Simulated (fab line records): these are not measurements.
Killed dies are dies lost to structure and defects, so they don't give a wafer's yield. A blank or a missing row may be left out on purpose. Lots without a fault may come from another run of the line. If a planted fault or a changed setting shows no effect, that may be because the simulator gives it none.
One fault through the eyes of 2 desks    flow berkeleyCmos170    what lay behind the numbers comes last; until then each desk has only its own

## FROM THE METROLOGY DESK
Lot by lot, what the gauges showed, no matter which tool ran the lot: averages of those sampled wafers that carry a number. Marked OUT: a lot whose mean sits more than 4 standard deviations from the usual mean, which makes it out of limits; the brackets give that distance.
Columns: A = PLDD_RS at UCB170_SDANNEAL_RS_MEAS_04, usual 1031.5 ohm/sq; B = M1_AL_THK at UCB170_M1_THK_MEAS_02, usual 600 nm; C = M1_OVL at UCB170_M1_OVL_MEAS_10, usual -2 nm
lot   first seen here  A       B    C
L354  day 8 06:31      1031.7  601  -6
L353  day 8 07:01      1032.1  592  -1
L357  day 8 22:56      1032.8  597  218 (+36) OUT
L358  day 8 23:32      1029.9  598  224 (+37) OUT
L359  day 9 00:01      1031.8  599  215 (+36) OUT
L360  day 9 18:51      1033.5  597  -16
L361  day 9 18:52      1032.6  596  -8
L362  day 9 19:20      1032.1  602  -5
L363  day 9 22:50      1030.3  605  -4
L366  day 10 06:15     1031.1  606  -2
L365  day 10 06:39     1033.4  601  -3
L370  day 11 03:01     1030.8  596  -6
L372  day 12 04:24     1032.1  596  2
L374  day 12 04:52     1031.8  612  -2
L373  day 12 04:56     1029.0  610  -13
This desk reports L357, L358, L359 out of limits; the earliest was L357 at day 9 12:04 (M1_OVL at UCB170_M1_OVL_MEAS_10). Within limits: L354, L353, L360, L361, L362, L363, L366, L365, L370, L372, L374, L373.

## AT THE TOOL OWNER'S DESK: krfScanner-02
The tool's own readings at UCB170_M1_EXPOSE_06 (exposes mask METAL1, target cd 700 nm): means of the sampled wafers that have a number, for each lot that ran on this tool. Marked OUT: a lot whose mean sits more than 4 standard deviations from the usual mean, which makes it out of limits; the brackets give that distance.
Columns: A = stageVelMmS at UCB170_M1_EXPOSE_06, usual 499.97 mm/s
lot   first seen here  A
L354  day 8 15:20      499.89
L353  day 8 15:46      499.80
L357  day 9 10:22      500.00
L358  day 9 11:08      500.19
L359  day 9 12:11      499.87
This desk found nothing out of limits on any of the 5 lots.

## BROUGHT TOGETHER
On L357, L358, L359, the metrology desk was in a position to raise an alarm at day 9 12:04.
The desk of the tool owner found nothing out of limits.
The tool owner's desk has L357, L358, L359 on record, within its limits.
On krfScanner-02, each named lot ran UCB170_M1_EXPOSE_06.

## WHAT WAS PUT IN BY THE SIMULATOR
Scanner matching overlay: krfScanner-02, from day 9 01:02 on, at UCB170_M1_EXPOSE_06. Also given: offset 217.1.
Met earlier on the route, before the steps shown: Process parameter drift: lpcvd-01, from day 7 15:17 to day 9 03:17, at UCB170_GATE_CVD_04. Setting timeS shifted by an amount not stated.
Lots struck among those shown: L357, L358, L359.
Delay in hours, fault start to first out-of-limits reading, per desk: metrology desk 11.
